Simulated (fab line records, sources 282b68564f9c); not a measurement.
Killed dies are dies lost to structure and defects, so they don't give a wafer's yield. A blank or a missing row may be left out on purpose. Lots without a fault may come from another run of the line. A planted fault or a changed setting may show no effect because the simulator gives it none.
fab line records | flow rit_cmos
record lots=6 wafers=18 last_day=6
route steps=202 shown PLDD@118 SPACER@125 NSD@131 PSD@142 SDANNEAL@153 SILICIDE@161 M1@202
lots that met no fault: from a run of the same line without faults
start_h: hours from the record's first day to the start of the lot's first wafer shown | wait_h: hours since the lot's step before | " the same as in the row above | L1.1+2: a row that stands for several wafers | - no value, or no start given | * or withheld: withheld | < > ~ a bound
route shown NAME@n: a module of which the file shows steps, and the number in the route of the first | usual: mean/standard deviation of fault-free wafers | same: alike in all rows | chamber/n: place in a boat | sites: the reading at each site | _std_site: their standard deviation | _edge_site: outer sites' mean less inner sites' | radius_mm: how far each site lies from the wafer's centre | mask NAME#n: copy n | behind: the tool/chamber that last shaped the wafer | hold: why the lot was held/for how many hours/how that ended | device: the transistor (n, p or np) that didn't switch | end of line: the same wafers' tests at the end of the route | a step without rows: its recipe alone | killed: dies lost to structure and defects at the first sort, not the wafer's yield | map: a wafer's dies, x killed, . not, _ none there
set.NAME: the setting as run; set.NAME@STEP: as run at that earlier step | model.NAME: the simulator's own value behind a step, which no gauge read
lots at some steps of the route; a table a step, a row a wafer
services: from which hour (start_h, from the record's first day; less than 0 if before it) a tool's chamber was out of use, for how many hours, and why
## steps
# step RIT_PLDD_PEB_04
# recipe resist=NOVOLAK temp_c=withheld time_s=withheld
# step RIT_PLDD_DEVELOP_05
# recipe resist=NOVOLAK develop_time_s=50 dev_temp_c=23
# step RIT_PLDD_OVL_MEAS_06
# usual PLDD_OVL=0.8/1.3
# columns lot.wafer tool chamber start_h wait_h PLDD_OVL[nm]
L749.1 overlay-01 - 59.45 - 1.6
L749.3 " - " " 2.1
L749.5 " - " " 0.5
L755.1 overlay-02 - 92.17 - 0.3
L755.3 " - " " 0.3
L755.4 " - " " -0.1
L757.1 overlay-02 - 99.08 - 1.2
L757.3 " - " " 1.5
L757.6 " - " " 0.0
L758.1 overlay-02 - 105.23 - -2.1
L758.4 " - " " -1.0
L758.5 " - " " -0.4
L759.2 overlay-02 - 108.42 - 1.3
L759.5 " - " " 1.7
L759.6 " - " " 1.8
L764.1 overlay-02 - 132.85 - 0.5
L764.2 " - " " 2.5
L764.3 " - " " 0.3
# step RIT_PLDD_HARDBAKE_07
# recipe resist=NOVOLAK temp_c=140 time_s=60
# step RIT_PLDD_IMPLANT_08
# recipe species=BF2 energy_kev=20 dose_cm2=9e+14 tilt_deg=7
# step RIT_PLDD_STRIP_09
# recipe chemistry=O2 time_s=180 resist=NOVOLAK platen_temp_c=withheld power_w=500 pressure_mtorr=4000 o2_flow_sccm=4000
# usual drypump_motor_current_A=5.61/0.19 o2_flow_sccm=4001/12
# columns lot.wafer tool chamber start_h wait_h drypump_motor_current_A o2_flow_sccm rf_hours_counter_h
L749.1 plasma_asher-01 0 59.78 0.1 5.90 4011 42
L749.3 " 1 " " 5.40 3999 -
L749.5 " 1 " " 5.42 4003 -
L755.1 plasma_asher-01 0 92.51 0.1 5.90 4003 46
L755.3 " 1 " " 5.44 4003 -
L755.4 " 0 " " 5.90 4017 -
L757.1 plasma_asher-02 0 99.41 0.1 5.64 3984 48
L757.3 " 1 " " 5.74 4006 -
L757.6 " 1 " " 5.75 3992 -
L758.1 plasma_asher-01 0 105.57 0.1 5.90 4002 48
L758.4 " 0 " " 5.88 4009 -
L758.5 " 0 " " 5.88 4011 -
L759.2 plasma_asher-02 1 108.75 0.1 5.74 3990 49
L759.5 " 1 " " 5.73 3962 -
L759.6 " 0 " " 5.63 3999 -
L764.1 plasma_asher-03 0 133.18 0.1 5.51 3999 34
L764.2 " 1 " " 5.40 3999 34
L764.3 " 1 " " 5.41 4015 -
# step RIT_PLDD_TW_MEAS_10
# usual PLDD_TW=2346/15
# columns lot.wafer tool chamber start_h wait_h PLDD_TW
L749.1 film_metro-02 - 59.96 0.1 2365
L749.3 " - " " 2361
L749.5 " - " " 2361
L755.1 film_metro-02 - 92.68 0.1 2384
L755.3 " - " " 2380
L755.4 " - " " 2352
L757.1 film_metro-01 - 99.59 0.1 2351
L757.3 " - " " 2347
L757.6 " - " " 2355
L758.1 film_metro-04 - 105.74 0.1 2317
L758.4 " - " " 2332
L758.5 " - " " 2327
L759.2 film_metro-04 - 108.93 0.1 2333
L759.5 " - " " 2318
L759.6 " - " " 2319
L764.1 film_metro-02 - 133.36 0.1 2353
L764.2 " - " " 2352
L764.3 " - " " 2346
# step RIT_SPACER_CLEAN_00
# recipe chemistry=SC1 mix=3:3:50 time_s=600 temp_c=75
# step RIT_SPACER_CLEAN_01
# recipe chemistry=dHF dilution=50:1 time_s=30
# step RIT_SPACER_CLEAN_02
# recipe chemistry=SC2 mix=3:3:50 time_s=600 temp_c=75 dry=n2_spin
# step RIT_SPACER_CVD_03
# recipe material=Si3N4 target_thk_nm=250 temp_c=810 precursor=SiH2Cl2/NH3 time_s=3300 pressure_mtorr=300 sih2cl2_flow_sccm=60 nh3_flow_sccm=150
# step RIT_SPACER_THK_MEAS_04
# recipe reads=Si3N4_of_SPACER_CVD_03
# usual SPACER_NITRIDE_THK=250.0/2.2
# columns lot.wafer tool chamber start_h wait_h SPACER_NITRIDE_THK[nm]
L749.1 film_metro-01 - 62.32 0.0 250.6
L749.3 " - " " 250.9
L749.5 " - " " 250.0
L755.1 film_metro-03 - 95.02 0.0 252.2
L755.3 " - " " 251.3
L755.4 " - " " 251.3
L757.1 film_metro-02 - 101.93 0.0 246.1
L757.3 " - " " 245.3
L757.6 " - " " 244.5
L758.1 film_metro-01 - 108.09 0.0 250.4
L758.4 " - " " 250.9
L758.5 " - " " 250.3
L759.2 film_metro-01 - 111.27 0.0 247.5
L759.5 " - " " 248.0
L759.6 " - " " 249.8
L764.1 film_metro-01 - 135.72 0.0 253.0
L764.2 " - " " 253.4
L764.3 " - " " 252.3
# step RIT_SPACER_ETCHBACK_05
# recipe target_depth_a=2500 SF6_flow_sccm=30 CHF3_flow_sccm=30 target=Si3N4 chemistry=SF6/CHF3 pressure_mtorr=40 rf_w=250 time_s=240 stop_on=SiO2
# usual drypump_motor_current_A=5.8/0.34 oes_product_au=0.846/0.012 throttle_valve_pct=10.27/0.12
# columns lot.wafer tool chamber start_h wait_h drypump_motor_current_A oes_product_au rf_hours_counter_h throttle_valve_pct model.poly-Si_of_GATE_CVD_08.thk_nm model.Si3N4_of_SPACER_CVD_03.thk_nm model.SiO2_of_FOX2_OXIDATION_00.thk_nm
L749.1 rie_diel-03 1 62.38 0.1 5.4 0.813 159 10.06 170 194.3 185.1
L749.3 " 0 " " 5.8 0.847 47 10.24 172.3 196.9 183.6
L749.5 " 3 " " 5.8 0.856 - 10.25 171.2 194.8 186.6
L755.1 rie_diel-01 0 95.08 0.1 5.7 0.865 93 10.36 167.9 198.2 180.6
L755.3 " 1 " " 6.0 0.876 8 10.23 166.8 196.4 170.4
L755.4 " 3 " " 5.2 0.869 6 10.34 167.7 196.8 175.6
L757.1 rie_diel-04 2 101.99 0.1 5.8 0.845 13 10.22 171.4 194.1 179.4
L757.3 " 3 " " 5.8 0.819 68 10.41 172.3 193.9 185.1
L757.6 " 0 " " 6.2 0.829 - 10.05 168.2 192 183.4
L758.1 rie_diel-01 0 108.15 0.1 5.7 0.861 93 10.36 157.1 187 166.7
L758.4 " 3 " " 5.2 0.863 - 10.34 166.7 196.7 176.4
L758.5 " 0 " " 5.7 0.860 - 10.35 157.3 186.5 175.1
L759.2 rie_diel-01 2 111.32 0.0 6.5 0.837 143 10.48 171.6 195.3 172.2
L759.5 " 0 " " 5.7 0.858 - 10.35 161.7 185.7 165.4
L759.6 " 2 " " 6.5 0.840 - 10.49 172.7 197.1 175.2
L764.1 rie_diel-04 2 135.78 0.1 5.8 0.852 13 10.23 170.4 199.4 186.4
L764.2 " 3 " " 5.8 0.841 69 10.39 168.7 198.7 180.6
L764.3 " 0 " " 6.2 0.838 2 10.06 168.6 198.2 186.8
# step RIT_NSD_HMDS_00
# recipe prime_time_s=60 prime_temp_c=140
# step RIT_NSD_COAT_01
# recipe resist=NOVOLAK spin_rpm=3250 resist_thk_nm=1000
# step RIT_NSD_SOFTBAKE_02
# recipe resist=NOVOLAK temp_c=90 time_s=60
# step RIT_NSD_EXPOSE_03
# recipe mask_id=M9 na=0.57 target_cd_nm=40700 dose_mj=250
# step RIT_NSD_PEB_04
# recipe resist=NOVOLAK temp_c=withheld time_s=withheld
# step RIT_NSD_DEVELOP_05
# recipe resist=NOVOLAK develop_time_s=50 dev_temp_c=23
# step RIT_NSD_OVL_MEAS_06
# usual NSD_OVL=0.6/1.2
# columns lot.wafer tool chamber start_h wait_h NSD_OVL[nm]
L749.1 overlay-01 - 63.38 - -0.6
L749.3 " - " " -0.5
L749.5 " - " " 0.6
L755.1 overlay-02 - 96.08 - -0.4
L755.3 " - " " -1.0
L755.4 " - " " -0.7
L757.1 overlay-02 - 103.27 - 1.8
L757.3 " - " " 1.5
L757.6 " - " " 0.6
L758.1 overlay-02 - 109.27 - 1.2
L758.4 " - " " 1.3
L758.5 " - " " 0.9
L759.2 overlay-01 - 112.33 - 0.1
L759.5 " - " " 0.4
L759.6 " - " " 3.1
L764.1 overlay-01 - 137.02 - -0.5
L764.2 " - " " -0.5
L764.3 " - " " 0.1
# step RIT_NSD_HARDBAKE_07
# recipe resist=NOVOLAK temp_c=140 time_s=60
# step RIT_NSD_IMPLANT_08
# recipe species=P energy_kev=25 dose_cm2=1e+15 tilt_deg=7
# step RIT_NSD_STRIP_09
# recipe chemistry=O2 time_s=180 resist=NOVOLAK platen_temp_c=withheld power_w=500 pressure_mtorr=4000 o2_flow_sccm=4000
# usual drypump_motor_current_A=5.8/0.35 o2_flow_sccm=4001/12
# columns lot.wafer tool chamber start_h wait_h drypump_motor_current_A o2_flow_sccm rf_hours_counter_h
L749.1 plasma_asher-02 1 63.71 0.1 5.8 3990 43
L749.3 " 1 " " 5.8 3985 -
L749.5 " 1 " " 5.8 3974 -
L755.1 plasma_asher-02 1 96.42 0.1 5.8 4016 47
L755.3 " 1 " " 5.8 4021 -
L755.4 " 0 " " 5.6 3992 -
L757.1 plasma_asher-04 1 103.74 0.1 6.5 3988 44
L757.3 " 1 " " 6.5 3997 -
L757.6 " 0 " " 5.5 4003 -
L758.1 plasma_asher-02 1 109.61 0.1 5.8 4003 49
L758.4 " 1 " " 5.8 4001 -
L758.5 " 1 " " 5.7 3984 -
L759.2 plasma_asher-02 1 112.66 0.1 5.8 4015 50
L759.5 " 1 " " 5.8 4021 -
L759.6 " 0 " " 5.6 4014 -
L764.1 plasma_asher-04 0 137.36 0.1 5.5 3982 2
L764.2 " 1 " " 6.5 4009 2
L764.3 " 0 " " 5.4 3982 -
# step RIT_NSD_TW_MEAS_10
# usual NSD_TW=3113/17
# columns lot.wafer tool chamber start_h wait_h NSD_TW
L749.1 film_metro-04 - 63.89 0.1 3091
L749.3 " - " " 3104
L749.5 " - " " 3103
L755.1 film_metro-01 - 96.60 0.1 3115
L755.3 " - " " 3102
L755.4 " - " " 3108
L757.1 film_metro-04 - 103.91 0.1 3095
L757.3 " - " " 3083
L757.6 " - " " 3080
L758.1 film_metro-01 - 109.78 0.1 3110
L758.4 " - " " 3111
L758.5 " - " " 3118
L759.2 film_metro-01 - 112.85 0.1 3104
L759.5 " - " " 3090
L759.6 " - " " 3109
L764.1 film_metro-02 - 137.53 0.1 3129
L764.2 " - " " 3118
L764.3 " - " " 3131
# step RIT_PSD_HMDS_00
# recipe prime_time_s=60 prime_temp_c=140
# step RIT_PSD_COAT_01
# recipe resist=NOVOLAK spin_rpm=3250 resist_thk_nm=1000
# step RIT_PSD_SOFTBAKE_02
# recipe resist=NOVOLAK temp_c=90 time_s=60
# step RIT_PSD_EXPOSE_03
# recipe mask_id=M10 na=0.57 target_cd_nm=40900 dose_mj=250
# step RIT_PSD_PEB_04
# recipe resist=NOVOLAK temp_c=withheld time_s=withheld
# step RIT_PSD_DEVELOP_05
# recipe resist=NOVOLAK develop_time_s=50 dev_temp_c=23
# step RIT_PSD_OVL_MEAS_06
# usual PSD_OVL=0.8/1.7
# columns lot.wafer tool chamber start_h wait_h PSD_OVL[nm]
L749.1 overlay-02 - 64.80 - 1.2
L749.3 " - " " 0.2
L749.5 " - " " -0.3
L755.1 overlay-01 - 97.76 - 3.2
L755.3 " - " " 2.7
L755.4 " - " " 3.6
L757.1 overlay-02 - 104.95 - -1.6
L757.3 " - " " -1.3
L757.6 " - " " -0.4
L758.1 overlay-02 - 110.91 - -0.5
L758.4 " - " " 0.0
L758.5 " - " " 1.2
L759.2 overlay-01 - 113.88 - -1.8
L759.5 " - " " -0.6
L759.6 " - " " -1.7
L764.1 overlay-02 - 138.44 - 0.5
L764.2 " - " " -2.0
L764.3 " - " " -1.6
# step RIT_PSD_HARDBAKE_07
# recipe resist=NOVOLAK temp_c=140 time_s=60
# step RIT_PSD_IMPLANT_08
# recipe species=BF2 energy_kev=27 dose_cm2=5e+15 tilt_deg=7
# step RIT_PSD_STRIP_09
# recipe chemistry=O2 time_s=180 resist=NOVOLAK platen_temp_c=withheld power_w=500 pressure_mtorr=4000 o2_flow_sccm=4000
# usual drypump_motor_current_A=5.6/0.35 o2_flow_sccm=4000/12
# columns lot.wafer tool chamber start_h wait_h drypump_motor_current_A o2_flow_sccm rf_hours_counter_h
L749.1 plasma_asher-03 1 65.14 0.1 5.4 4000 26
L749.3 " 0 " " 5.5 3983 -
L749.5 " 1 " " 5.4 4008 -
L755.1 plasma_asher-03 0 98.10 0.1 5.5 4002 30
L755.3 " 1 " " 5.4 4007 -
L755.4 " 0 " " 5.5 4020 -
L757.1 plasma_asher-03 1 105.28 0.1 5.4 3978 31
L757.3 " 1 " " 5.4 4000 -
L757.6 " 0 " " 5.5 3994 -
L758.1 plasma_asher-01 1 111.25 0.1 5.4 3992 48
L758.4 " 1 " " 5.4 3995 -
L758.5 " 0 " " 5.9 4000 -
L759.2 plasma_asher-03 1 114.21 0.1 5.4 4030 32
L759.5 " 0 " " 5.5 3999 -
L759.6 " 1 " " 5.4 4002 -
L764.1 plasma_asher-03 0 138.78 0.1 5.5 3992 35
L764.2 " 1 " " 5.4 4025 35
L764.3 " 1 " " 5.4 4014 -
# step RIT_PSD_TW_MEAS_10
# usual PSD_TW=3428/24
# columns lot.wafer tool chamber start_h wait_h PSD_TW
L749.1 film_metro-04 - 65.31 0.1 3412
L749.3 " - " " 3420
L749.5 " - " " 3434
L755.1 film_metro-02 - 98.27 0.1 3418
L755.3 " - " " 3422
L755.4 " - " " 3434
L757.1 film_metro-02 - 105.46 0.1 3433
L757.3 " - " " 3437
L757.6 " - " " 3435
L758.1 film_metro-04 - 111.42 0.1 3390
L758.4 " - " " 3395
L758.5 " - " " 3398
L759.2 film_metro-02 - 114.39 0.1 3439
L759.5 " - " " 3439
L759.6 " - " " 3431
L764.1 film_metro-02 - 138.95 0.1 3425
L764.2 " - " " 3433
L764.3 " - " " 3438
# step RIT_SDANNEAL_CLEAN_00
# recipe chemistry=SC1 mix=3:3:50 time_s=600 temp_c=75
# step RIT_SDANNEAL_CLEAN_01
# recipe chemistry=dHF dilution=50:1 time_s=30
# step RIT_SDANNEAL_CLEAN_02
# recipe chemistry=SC2 mix=3:3:50 time_s=600 temp_c=75 dry=n2_spin
# usual bath_guard_temp_C=75.0/0.5
# columns lot.wafer tool chamber start_h wait_h bath_guard_temp_C model.poly-Si_of_GATE_CVD_08.thk_nm
L749.1 wet_bench-03 3 65.56 0.0 74.8 165.6
L749.3 " 3 " " 75.0 167.9
L749.5 " 3 " " 75.2 166.8
L755.1 wet_bench-02 0 98.52 0.0 75.3 163.4
L755.3 " 0 " " 75.0 162.3
L755.4 " 0 " " 75.1 163.3
L757.1 wet_bench-03 2 105.71 0.0 74.9 167
L757.3 " 2 " " 74.7 167.9
L757.6 " 2 " " 74.9 163.9
L758.1 wet_bench-03 3 111.67 0.0 75.1 152.7
L758.4 " 3 " " 75.0 162.3
L758.5 " 3 " " 74.7 152.9
L759.2 wet_bench-01 2 114.63 0.0 74.2 167.2
L759.5 " 2 " " 74.3 157.3
L759.6 " 2 " " 74.1 168.3
L764.1 wet_bench-02 1 139.21 0.0 76.0 166
L764.2 " 1 " " 75.9 164.3
L764.3 " 1 " " 75.8 164.2
# step RIT_SDANNEAL_RTA_03
# recipe temp_c=1050 time_s=5 idle_temp_c=600 ramp_up_c_per_s=342 ramp_down_c_per_s=171 cool_to_c=600 ambient=N2
# usual wafer_temp_C_max=1053.6/1.3
# columns lot.wafer tool chamber start_h wait_h wafer_temp_C_max
L749.1 rtp_anneal-02 0 65.74 0.0 1053.8
L749.3 " 0 " " 1053.0
L749.5 " 0 " " 1054.4
L755.1 rtp_anneal-02 0 98.70 0.0 1053.7
L755.3 " 0 " " 1054.2
L755.4 " 0 " " 1052.3
L757.1 rtp_anneal-02 0 105.88 0.0 1052.3
L757.3 " 0 " " 1054.6
L757.6 " 0 " " 1055.4
L758.1 rtp_anneal-01 0 111.85 0.0 1055.3
L758.4 " 0 " " 1055.1
L758.5 " 0 " " 1053.8
L759.2 rtp_anneal-02 0 114.82 0.0 1053.3
L759.5 " 0 " " 1053.2
L759.6 " 0 " " 1054.2
L764.1 rtp_anneal-01 0 139.38 0.0 1056.2
L764.2 " 0 " " 1054.3
L764.3 " 0 " " 1053.0
# step RIT_SDANNEAL_RS_MEAS_04
# recipe thk_meas_gauge=four-point-probe
# usual PSD_RS=115.93/0.3
# columns lot.wafer tool chamber start_h wait_h PSD_RS[ohm/sq]
L749.1 film_metro-04 - 65.80 0.0 116.61
L749.3 " - " " 116.40
L749.5 " - " " 116.29
L755.1 film_metro-01 - 98.76 0.0 115.90
L755.3 " - " " 115.90
L755.4 " - " " 115.84
L757.1 film_metro-01 - 105.94 0.0 115.91
L757.3 " - " " 115.86
L757.6 " - " " 116.01
L758.1 film_metro-01 - 111.91 0.0 115.95
L758.4 " - " " 116.31
L758.5 " - " " 116.14
L759.2 film_metro-01 - 114.89 0.1 115.98
L759.5 " - " " 115.58
L759.6 " - " " 115.89
L764.1 film_metro-02 - 139.44 0.0 115.76
L764.2 " - " " 115.90
L764.3 " - " " 115.81
# step RIT_SDANNEAL_RS_MEAS_05
# recipe thk_meas_gauge=four-point-probe
# usual NSD_RS=84.6/0.33
# columns lot.wafer tool chamber start_h wait_h NSD_RS[ohm/sq]
L749.1 film_metro-04 - 65.92 0.1 84.7
L749.3 " - " " 84.4
L749.5 " - " " 84.6
L755.1 film_metro-01 - 98.88 0.1 84.7
L755.3 " - " " 84.7
L755.4 " - " " 84.8
L757.1 film_metro-01 - 106.06 0.1 84.7
L757.3 " - " " 84.5
L757.6 " - " " 84.6
L758.1 film_metro-01 - 112.03 0.1 85.0
L758.4 " - " " 84.7
L758.5 " - " " 84.8
L759.2 film_metro-01 - 115.01 0.1 84.6
L759.5 " - " " 84.9
L759.6 " - " " 84.8
L764.1 film_metro-02 - 139.56 0.1 84.2
L764.2 " - " " 84.0
L764.3 " - " " 84.1
# step RIT_SDANNEAL_RS_MEAS_06
# recipe thk_meas_gauge=four-point-probe
# usual PLDD_RS=178.6/0.53
# columns lot.wafer tool chamber start_h wait_h PLDD_RS[ohm/sq]
L749.1 film_metro-04 - 66.04 0.1 179.2
L749.3 " - " " 179.3
L749.5 " - " " 179.2
L755.1 film_metro-01 - 99.00 0.1 179.0
L755.3 " - " " 178.2
L755.4 " - " " 179.0
L757.1 film_metro-01 - 106.18 0.1 179.0
L757.3 " - " " 178.7
L757.6 " - " " 178.3
L758.1 film_metro-01 - 112.15 0.1 179.2
L758.4 " - " " 178.6
L758.5 " - " " 178.4
L759.2 film_metro-01 - 115.13 0.1 179.1
L759.5 " - " " 178.8
L759.6 " - " " 179.1
L764.1 film_metro-02 - 139.68 0.1 177.9
L764.2 " - " " 178.1
L764.3 " - " " 177.9
# step RIT_SILICIDE_WET_ETCH_00
# recipe chemistry=BOE target=SiO2 target_depth_nm=14 time_s=15 dry=n2_spin dilution=10:1 temp_c=21.5
# columns lot.wafer tool chamber start_h wait_h model.Si3N4_of_SPACER_CVD_03.thk_nm model.SiO2_of_FOX2_OXIDATION_00.thk_nm
L749.1 wet_bench-02 2 66.28 0.1 193.2 156.6
L749.3 " 2 " " 195.8 155
L749.5 " 2 " " 193.6 158
L755.1 wet_bench-04 0 99.24 0.1 197.1 152
L755.3 " 0 " " 195.3 141.9
L755.4 " 0 " " 195.6 146.9
L757.1 wet_bench-03 3 106.42 0.1 193 151
L757.3 " 3 " " 192.8 156.7
L757.6 " 3 " " 190.8 155
L758.1 wet_bench-02 0 112.39 0.1 185.9 137.8
L758.4 " 0 " " 195.5 147.6
L758.5 " 0 " " 185.3 146.2
L759.2 wet_bench-04 0 115.35 0.1 194.1 143.2
L759.5 " 0 " " 184.6 136.2
L759.6 " 0 " " 195.9 146.2
L764.1 wet_bench-04 3 139.92 0.1 198.3 157.8
L764.2 " 3 " " 197.5 151.9
L764.3 " 3 " " 197 158.4
# step RIT_M1_PROBE_99
# usual killed_at_M0_to_M3=0.0/0.12 killed_at_contacts=0.1/0.25 killed_at_front_end=6.8/2.7 killed_dies=6.8/2.7 killed_open=3.4/1.8 killed_short=3.5/1.7
# same gross_dies=264 killed_at_M4_up=0 killed_at_back_side=0 killed_at_other=0
# columns lot.wafer tool chamber start_h wait_h killed_at_M0_to_M3 killed_at_contacts killed_at_front_end killed_dies killed_open killed_short
L755.1 prober-01 - 127.60 0.4 0 0 8 8 3 5
L755.3 prober-01 - 127.70 0.5 0 0 3 3 2 1
L755.4 prober-01 - 127.75 0.5 0 0 6 6 3 3
L758.1 prober-01 - 127.90 0.7 0 1 7 8 4 4
L758.4 prober-01 - 128.05 0.8 0 0 4 4 0 4
L758.5 prober-01 - 128.10 0.8 0 1 7 8 2 6
L757.1 prober-01 - 128.50 1.2 0 0 6 6 3 3
L757.3 prober-01 - 128.60 1.2 0 0 7 7 4 3
L757.6 prober-01 - 128.75 1.3 0 0 9 9 5 4
# killed by level:class
L755.1 FOX2:geometric_particle:short=2 GATE:geometric_particle:short=2 GATE:geometric_particle:open=1 REOX:geometric_particle:open=1 SPACER:geometric_particle:short=1 SILICIDE:geometric_particle:open=1
L755.3 GATE:geometric_particle:open=1 GATE:geometric_particle:short=1 REOX:geometric_particle:open=1
L755.4 GATE:geometric_particle:short=2 SILICIDE:geometric_particle:open=2 FOX2:geometric_particle:short=1 GATE:geometric_particle:open=1
L758.1 REOX:geometric_particle:open=3 GATE:geometric_particle:short=1 GATE:geometric_particle:open=1 REOX:geometric_particle:short=1 SILICIDE:geometric_particle:short=1 CONTACT:geometric_particle:short=1
L758.4 GATE:geometric_particle:short=3 REOX:geometric_particle:short=1
L758.5 SPACER:geometric_particle:short=2 SILICIDE:geometric_particle:short=2 FOX1:geometric_particle:short=1 GATE:geometric_particle:open=1 REOX:geometric_particle:short=1 CONTACT:geometric_particle:open=1
L757.1 GATE:geometric_particle:short=3 FOX1:geometric_particle:open=1 FOX2:geometric_particle:open=1 SILICIDE:geometric_particle:open=1
L757.3 GATE:geometric_particle:short=2 GATE:geometric_particle:open=2 FOX1:geometric_particle:open=1 FOX2:geometric_particle:short=1 REOX:geometric_particle:open=1
L757.6 GATE:geometric_particle:open=3 GATE:geometric_particle:short=2 SILICIDE:geometric_particle:short=2 FOX2:geometric_particle:open=1 SPACER:geometric_particle:open=1
## services
# columns tool chamber start_h hours kind
rie_diel-03 0 46.53 12.1 repair
rtp_anneal-01 - 66.52 0.7 pm
plasma_asher-04 - 78.79 21.3 repair
rie_diel-04 2 81.18 1.7 repair
rie_diel-01 3 95.37 2.0 repair
rie_diel-03 1 105.81 - clean
rie_diel-03 1 105.81 32.3 scheduled_down
rie_diel-03 1 105.81 32.3 vent_cycle
rie_diel-01 1 107.04 16.2 repair
plasma_asher-04 - 108.75 9.0 pm
plasma_asher-04 0 108.75 9.0 vent_cycle
plasma_asher-04 1 108.75 9.0 vent_cycle
wet_bench-03 - 116.04 1.7 repair
plasma_asher-04 0 117.75 - clean
plasma_asher-04 1 117.75 - clean
plasma_asher-02 - 126.35 4.3 pm
wet_bench-02 - 128.45 1.8 repair
rie_diel-04 1 135.30 - clean
rie_diel-04 1 135.30 30.7 scheduled_down
rie_diel-04 1 135.30 30.7 vent_cycle
## key
first_sign none at tools or gauges
model_effect step=RIT_SPACER_ETCHBACK_05 value=poly-Si_of_GATE_CVD_08.thk_nm without=171.1 struck=158.7
model_effect step=RIT_SDANNEAL_CLEAN_02 value=poly-Si_of_GATE_CVD_08.thk_nm without=166.7 struck=154.3
model_effect step=RIT_SILICIDE_WET_ETCH_00 value=Si3N4_of_SPACER_CVD_03.thk_nm without=195.5 struck=185.2
met_at RIT_SPACER_ETCHBACK_05
struck_wafers L758.1,L758.5,L759.5
tester_left_out L758,L759
onset_between 95.08 108.15
fault kind=process_parameter_drift tool=rie_diel-01 chamber=0 onset_h=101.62 steps=RIT_SPACER_ETCHBACK_05 channel=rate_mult offset=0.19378 shape=step end_h=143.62
# tester_left_out: of these lots the tester's yield and bins aren't shown, on N5 and GAA mostly nor the transistor test; their killed dies are dies lost to structure and defects alone, not to doping, threshold or leakage, so they don't give the yield
